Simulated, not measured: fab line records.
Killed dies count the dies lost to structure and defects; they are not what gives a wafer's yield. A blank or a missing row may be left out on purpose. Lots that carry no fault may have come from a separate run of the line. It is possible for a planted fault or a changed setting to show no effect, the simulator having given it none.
Struck lot and sound lot, side by side :: flow berkeleyCmos170 :: 14 steps out of a route of 331
Sound: the wafers L493.1, L493.3, L493.6. Wafers L497.2, L497.5, L497.6 were the ones struck. The cause comes at the end.
For every step that has rows: the tool of each side, followed by ch and its chambers, followed by its first start. Under that, the readings that differ: sound wafers :: struck wafers :: difference of the means :: sigmas: that difference in standard deviations of wafers without a fault.
alike: same words and numbers on both sides, and readings whose means sit less than 2 such deviations apart. not compared: any withheld reading, any reading some wafer has no value for, any bound like >300 that may hide the same value, and any number with overlapping values for which the record gives no deviation.
Wherever a step has rows on one side only, a row that says differs or no value, or a row with sigmas, the two part there. Numbers that have no deviation but don't overlap get no sigmas and don't part them. Lack of a reading on every wafer of one side parts them only where that side has two or more wafers.

UCB170_SILICIDE_RS_MEAS_02: the measuring method here is four-point-probe.
  sound on filmMetro-04 at day 8 19:40; struck on filmMetro-01 at day 9 10:23
reading: SILICIDE_TI_RS (ohm/sq)
sound: 25.6 26.1 25.8
struck: 26.8 26.3 26.3
difference: +0.6
sigmas: +2
UCB170_SILICIDE_THK_MEAS_03: measures by xrf.
  sound on filmMetro-04 at day 8 19:47; struck on filmMetro-01 at day 9 10:29
  alike: SILICIDE_TI_THK
UCB170_SILICIDE_RTA_04: time 15 s.
  sound on rtpAnneal-02 ch 0, day 8 19:50; struck on rtpAnneal-02 ch 0, day 9 10:33
  alike: annealTempCMax, chamberO2Ppm, lampPowerPct, wafer_temp_C_max
then, 3 steps without rows for these wafers: UCB170_SILICIDE_WET_ETCH_05 (etches Ti in SPM, time 45 s); UCB170_CONTACT_CLEAN_00 (cleans in SPM, time 600 s); UCB170_CONTACT_CVD_01 (deposits PSG from SiH4/O2/PH3, target thk 700 nm, time 2820 s).
UCB170_CONTACT_THK_MEAS_02:
  sound on filmMetro-03 at day 8 21:55; struck on filmMetro-03 at day 9 12:37
  alike: CONTACT_PSG_THK
then, 3 steps without rows for these wafers: UCB170_CONTACT_HMDS_03 (prime time 60 s); UCB170_CONTACT_COAT_04 (resist thk 900 nm); UCB170_CONTACT_SOFTBAKE_05 (time 60 s).
UCB170_CONTACT_STRIP_06: strips in O2.
  sound on plasmaAsher-04 ch 0,1, day 8 22:26; struck on plasmaAsher-04 ch 0,1, day 9 13:07
  alike: drypumpMotorCurrentA, o2FlowSccm, oesProductAu, stripTimeToEndpointS
  not compared: rfHoursCounterH
then, 1 step without rows for these wafers: UCB170_CONTACT_CLEAN_07 (cleans in SPM, time 600 s).
UCB170_CONTACT_RTA_08: time 10 s.
  struck on rtpAnneal-02, day 9 13:25; sound on rtpAnneal-02 ch 0, day 8 23:02
  no value came back on the struck wafers for any of 5 readings (annealTempCMax, chamberO2Ppm and others); on the sound wafers annealTempCMax reads 906.7 909.1 907.7
after that, 1 step had no rows for these wafers: UCB170_CONTACT_COAT_09.

WHERE THEY PART
Last at UCB170_CONTACT_RTA_08 as far as this record goes, first at UCB170_SILICIDE_RS_MEAS_02.

WHY: what the simulator had put in
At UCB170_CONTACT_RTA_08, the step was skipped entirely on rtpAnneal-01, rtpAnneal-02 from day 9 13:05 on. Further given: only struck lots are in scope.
